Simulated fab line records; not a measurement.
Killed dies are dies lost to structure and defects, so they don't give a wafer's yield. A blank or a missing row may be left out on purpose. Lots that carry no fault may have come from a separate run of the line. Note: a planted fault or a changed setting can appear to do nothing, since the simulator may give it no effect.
Which tool was responsible? / flow berkeleyCmos170 / route of 331 steps, sampled at 1 step: 14 lots, 42 wafers

## WHAT THE GAUGES SHOWED, per wafer
The record holds no reading of a measuring or inspecting step that can be judged against a usual standard deviation.

## WHICH TOOL RAN EACH LOT (tool, then ch and the chambers of the sampled wafers, then the start)
lot=L530; UCB170_NSD_PEB_04=lithoTrack-02 ch 0, day 7 09:02
lot=L533; UCB170_NSD_PEB_04=lithoTrack-03 ch 0, day 8 06:02
lot=L535; UCB170_NSD_PEB_04=lithoTrack-04 ch 0, day 8 06:26
lot=L534; UCB170_NSD_PEB_04=lithoTrack-02 ch 0, day 8 06:31
lot=L531; UCB170_NSD_PEB_04=lithoTrack-03 ch 0, day 8 06:47
lot=L532; UCB170_NSD_PEB_04=lithoTrack-02 ch 0, day 8 06:49
lot=L536; UCB170_NSD_PEB_04=lithoTrack-02 ch 0, day 9 07:08
lot=L542; UCB170_NSD_PEB_04=lithoTrack-04, day 9 14:47
lot=L541; UCB170_NSD_PEB_04=lithoTrack-02, day 9 15:01
lot=L540; UCB170_NSD_PEB_04=lithoTrack-04 ch 0, day 9 15:04
lot=L548; UCB170_NSD_PEB_04=lithoTrack-02 ch 0, day 11 04:57
lot=L550; UCB170_NSD_PEB_04=lithoTrack-02 ch 0, day 11 19:44
lot=L549; UCB170_NSD_PEB_04=lithoTrack-04 ch 0, day 11 19:59
lot=L551; UCB170_NSD_PEB_04=lithoTrack-04 ch 0, day 12 05:43
- UCB170_NSD_PEB_04

## WHAT THE TOOLS THEMSELVES READ (means of the sampled wafers that have a number; where no wafer has one, the mark that the record gives instead)
UCB170_NSD_PEB_04. Usual: chillPlateTempC 22.98 C, standard deviation 0.1; exhaustPa 45.1 Pa, standard deviation 0.95.
lot=L530; tool=lithoTrack-02; chillPlateTempC (C)=23.07; exhaustPa (Pa)=46.1; flag=
lot=L533; tool=lithoTrack-03; chillPlateTempC (C)=22.85; exhaustPa (Pa)=44.8; flag=
lot=L535; tool=lithoTrack-04; chillPlateTempC (C)=22.85; exhaustPa (Pa)=45.1; flag=
lot=L534; tool=lithoTrack-02; chillPlateTempC (C)=23.02; exhaustPa (Pa)=44.8; flag=
lot=L531; tool=lithoTrack-03; chillPlateTempC (C)=23.01; exhaustPa (Pa)=43.5; flag=
lot=L532; tool=lithoTrack-02; chillPlateTempC (C)=23.02; exhaustPa (Pa)=45.4; flag=
lot=L536; tool=lithoTrack-02; chillPlateTempC (C)=23.04; exhaustPa (Pa)=45.3; flag=
lot=L542; tool=lithoTrack-04; chillPlateTempC (C)=-; exhaustPa (Pa)=-; flag=OFF
lot=L541; tool=lithoTrack-02; chillPlateTempC (C)=-; exhaustPa (Pa)=-; flag=OFF
lot=L540; tool=lithoTrack-04; chillPlateTempC (C)=22.85; exhaustPa (Pa)=44.9; flag=
lot=L548; tool=lithoTrack-02; chillPlateTempC (C)=22.95; exhaustPa (Pa)=45.5; flag=
lot=L550; tool=lithoTrack-02; chillPlateTempC (C)=23.05; exhaustPa (Pa)=45.1; flag=
lot=L549; tool=lithoTrack-04; chillPlateTempC (C)=22.94; exhaustPa (Pa)=46.0; flag=
lot=L551; tool=lithoTrack-04; chillPlateTempC (C)=23.04; exhaustPa (Pa)=44.5; flag=

## THE ANSWER, worked out from the rows above alone
Rule: lot off if the mean of its wafers having a number is beyond 3 standard deviations from the usual mean. Also off: a lot with no number at a reading for which 4 or more lots have one. Any other lot the step has rows for is counted as sound. After the gauges, taken in route order, come the tools' own readings; for these a lot's mean is taken, as printed above. The first step at which some lot is off is used, and at that step the reading that is off furthest; a lot without a number counts as furthest.
Off, at UCB170_NSD_PEB_04 on chillPlateTempC: L542, L541. Without a number there: L542, L541.
A tool fits if, at that step or a process step before it, it ran every lot that is off, and no sound lot after the first of them. None of those tried fits.

## WHAT THE SIMULATOR HAD INSERTED
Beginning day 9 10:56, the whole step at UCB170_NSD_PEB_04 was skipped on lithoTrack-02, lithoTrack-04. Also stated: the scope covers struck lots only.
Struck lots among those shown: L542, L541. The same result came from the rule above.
